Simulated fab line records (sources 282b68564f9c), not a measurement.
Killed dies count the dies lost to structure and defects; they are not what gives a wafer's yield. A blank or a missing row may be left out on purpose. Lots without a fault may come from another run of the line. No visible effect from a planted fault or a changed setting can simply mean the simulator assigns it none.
The tool behind it: which one?	flow rit_cmos	15 lots with 45 wafers sampled at 3 steps, on a route of 202 steps

== WHAT THE GAUGES SHOWED, per wafer ==
RIT_PLDD_TW_MEAS_10. Usual: PLDD_TW typically reads 2361, with standard deviation 15.
lot	measured	on	PLDD_TW	flag
L533	day 3 05:50	film_metro-02	2369 2360 2366	
L534	day 3 10:44	film_metro-02	2373 2376 2370	
L535	day 3 10:52	film_metro-04	2323 2325 2334	
L536	day 3 19:10	film_metro-02	2359 2352 2370	
L537	day 3 22:23	film_metro-03	2376 2367 2375	
L538	day 4 02:23	film_metro-03	2363 2367 2362	
L539	day 4 05:01	film_metro-04	2365 2367 2366	
L541	day 4 17:34	film_metro-02	2643 2646 2633 2640 2628 2644	OFF
L542	day 5 05:17	film_metro-02	2636 2633 2638 2627 2631 2633	OFF
L543	day 5 10:30	film_metro-02	2635 2636 2631 2638 2640 2638	OFF
L548	day 6 09:47	film_metro-04	2353 2354 2344	
L551	day 7 00:43	film_metro-04	2338 2347 2343	
L552	day 7 05:26	film_metro-02	2374 2369 2372	
L555	day 7 18:02	film_metro-03	2382 2371 2388	
L556	day 7 20:46	film_metro-02	2363 2370 2359	

RIT_SDANNEAL_RS_MEAS_06: measurement is done with a four-point probe. Usual: PLDD_RS typically reads 178.8 ohm/sq, with standard deviation 0.47.
lot	measured	on	PLDD_RS (ohm/sq)	flag
L533	day 3 12:11	film_metro-04	178.5 178.2 178.9	
L534	day 3 17:30	film_metro-04	178.4 178.8 179.0	
L535	day 3 17:37	film_metro-03	179.3 178.8 178.9	
L536	day 4 01:22	film_metro-02	179.0 178.5 179.3	
L537	day 4 04:44	film_metro-03	178.1 178.4 178.0	
L538	day 4 08:44	film_metro-02	179.1 178.2 178.6	
L539	day 4 11:29	film_metro-02	178.7 178.6 178.9	
L541	day 5 02:16	film_metro-04	157.5 157.5 157.4 158.1 157.6 157.3	OFF
L543	day 5 23:18	film_metro-04	157.8 157.2 157.4 158.0 157.5 157.4	OFF
L548	day 6 16:08	film_metro-04	179.0 178.1 178.6	
L551	day 7 07:28	film_metro-02	179.0 179.5 179.0	
L552	day 7 12:11	film_metro-02	178.9 178.8 179.7	
L555	day 8 00:28	film_metro-02	178.6 178.6 179.1	
L556	day 8 03:04	film_metro-02	179.6 179.5 179.2	

== WHICH TOOL RAN EACH LOT (tool, then ch and the chambers of the sampled wafers, then the start) ==
lot	RIT_PLDD_IMPLANT_08
L533	implanter-01 ch 0, day 3 05:31
L534	implanter-01 ch 0, day 3 10:25
L535	implanter-03 ch 0, day 3 10:32
L536	implanter-03 ch 0, day 3 18:52
L537	implanter-01 ch 0, day 3 22:03
L538	implanter-04 ch 0, day 4 02:04
L539	implanter-04 ch 0, day 4 04:43
L541	implanter-04 ch 0, day 4 17:15
L542	implanter-04 ch 0, day 5 04:58
L543	implanter-04 ch 0, day 5 10:13
L548	implanter-01 ch 0, day 6 09:28
L551	implanter-01 ch 0, day 7 00:25
L552	implanter-01 ch 0, day 7 05:07
L555	implanter-03 ch 0, day 7 17:43
L556	implanter-01 ch 0, day 7 20:27
- RIT_PLDD_IMPLANT_08

== WHAT THE TOOLS THEMSELVES READ (means of the sampled wafers that have a number; where no wafer has one, the mark that the record gives instead) ==
RIT_PLDD_IMPLANT_08. Usual: dose_ions_cm2 9e+14, standard deviation 1.1e+12; end_station_pressure_torr 7.3e-06 Torr, standard deviation 3.8e-07; faraday_current_uA 2822, standard deviation 55.
lot	tool	dose_ions_cm2	end_station_pressure_torr (Torr)	faraday_current_uA	flag
L533	implanter-01	9e+14	6.7e-06	2816	
L534	implanter-01	9e+14	7.4e-06	2823	
L535	implanter-03	9e+14	6.9e-06	2818	
L536	implanter-03	9e+14	7.6e-06	2874	
L537	implanter-01	9e+14	7.3e-06	2771	
L538	implanter-04	9e+14	7.2e-06	2875	
L539	implanter-04	9e+14	7.6e-06	2831	
L541	implanter-04	1e+15	8.8e-06	4517	OFF
L542	implanter-04	1e+15	8.9e-06	4430	OFF
L543	implanter-04	1e+15	9.1e-06	4615	OFF
L548	implanter-01	9e+14	7.3e-06	2791	
L551	implanter-01	9e+14	7.3e-06	2815	
L552	implanter-01	9e+14	7.1e-06	2789	
L555	implanter-03	9e+14	7.8e-06	2794	
L556	implanter-01	9e+14	7.1e-06	2804	

== THE ANSWER, worked out from the rows above alone ==
Rule: a lot counts as off when the mean over its wafers that have a number is more than 3 standard deviations away from the usual mean. A lot without any number at a reading at which 4 lots or more have one is off too. The other lots that the step has rows for count as sound. First the gauges in route order, then the tools' own readings, where a lot's mean is used as printed above. The first step at which some lot is off is used, and at that step the reading that is off furthest; a lot without a number counts as furthest.
Off: L541, L542, L543, seen at RIT_PLDD_TW_MEAS_10 (PLDD_TW).
If a tool, at a process step before that reading, ran all the lots that are off and no sound lot after the first of them, it fits. The gauges at RIT_PLDD_TW_MEAS_10 aren't tried: what is off there is off at RIT_PLDD_IMPLANT_08 too, on other tools, and a gauge's error can't cause that. One candidate fits, namely implanter-04 at RIT_PLDD_IMPLANT_08. A fault onset in the window from L539 (day 4 04:43, its last sound lot) to L541 (day 4 17:15, its first lot off) fits.
The tool's own readings at RIT_PLDD_IMPLANT_08 bear it out: on the lots that are off they differ by more than 5 times the standard deviation of the sound lots' means. dose_ions_cm2 reads 1e+15 there against 9e+14 on the sound lots; end_station_pressure_torr reads 8.9e-06 Torr there against 7.3e-06 Torr on the sound lots; faraday_current_uA reads 4521 there against 2817 on the sound lots.

== WHAT WAS PUT IN BY THE SIMULATOR ==
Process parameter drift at RIT_PLDD_IMPLANT_08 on implanter-04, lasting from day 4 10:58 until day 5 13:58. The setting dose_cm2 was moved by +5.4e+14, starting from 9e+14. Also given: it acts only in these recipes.
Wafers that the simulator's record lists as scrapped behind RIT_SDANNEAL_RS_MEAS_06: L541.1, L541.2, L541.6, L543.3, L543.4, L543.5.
Struck lots among those shown: L541, L542, L543. The same result came from the rule above.
